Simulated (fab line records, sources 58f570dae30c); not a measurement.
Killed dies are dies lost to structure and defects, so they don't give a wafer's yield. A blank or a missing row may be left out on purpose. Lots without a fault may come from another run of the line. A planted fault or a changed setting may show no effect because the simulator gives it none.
Chamber matching | flow berkeley_cmos170 | UCB170_V1_CMP_02 on cmp-01: 4 sister chambers
The step polishes SiO2. 8 wafers are shown with their chamber, then 8 later ones without.

WAFERS WITH THEIR CHAMBER
wafer  | chamber | motor_current_A (A) | platen_rpm (rpm)
L290.4 | 1       | 14.6                | 59.97
L293.3 | 2       | 15.8                | 59.99
L293.5 | 3       | 20.5                | 60.04
L293.6 | 2       | 15.3                | 60.00
L296.1 | 3       | 20.4                | 60.05
L296.2 | 1       | 15.8                | 60.00
L296.5 | 0       | 16.9                | 59.99
L299.1 | 0       | 17.0                | 60.04

WAFERS WITHOUT THEIR CHAMBER
wafer  | motor_current_A (A) | platen_rpm (rpm)
L299.5 | 17.1                | 60.03
L299.6 | 20.3                | 60.01
L303.2 | 14.5                | 60.04
L303.3 | 17.0                | 59.99
L303.4 | 20.6                | 59.94
L308.1 | 16.4                | 59.90
L308.4 | 16.3                | 59.98
L308.5 | 18.0                | 59.96

WHICH CHAMBER EACH WENT THROUGH
wafer  | from the rows above          | in truth
L299.5 | 0                            | 0
L299.6 | 3                            | 3
L303.2 | can't be placed: 1 or 2      | 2
L303.3 | can't be placed: 0 or 2      | 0
L303.4 | 3                            | 3
L308.1 | can't be placed: 1 or 2 or 0 | 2
L308.4 | can't be placed: 2 or 0 or 1 | 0
L308.5 | 0                            | 0
Placed correctly: 4 of 8. Can't be placed from these rows: 4 (the true chamber is among the candidates in 4). Placed wrongly: 0.
How it was worked out, from the rows above alone: a wafer's distance from a chamber is the root of the sum, over the readings, of the square of ((its reading less the chamber's mean) divided by the reading's scatter). The wafer belongs to the nearest chamber; if the next one is less than 2 further off, it can't be placed. A chamber's mean is the mean of its shown wafers. The scatter: the root of (the sum of the squares of (reading less its chamber's mean) over the shown wafers, divided by (wafers less chambers)).
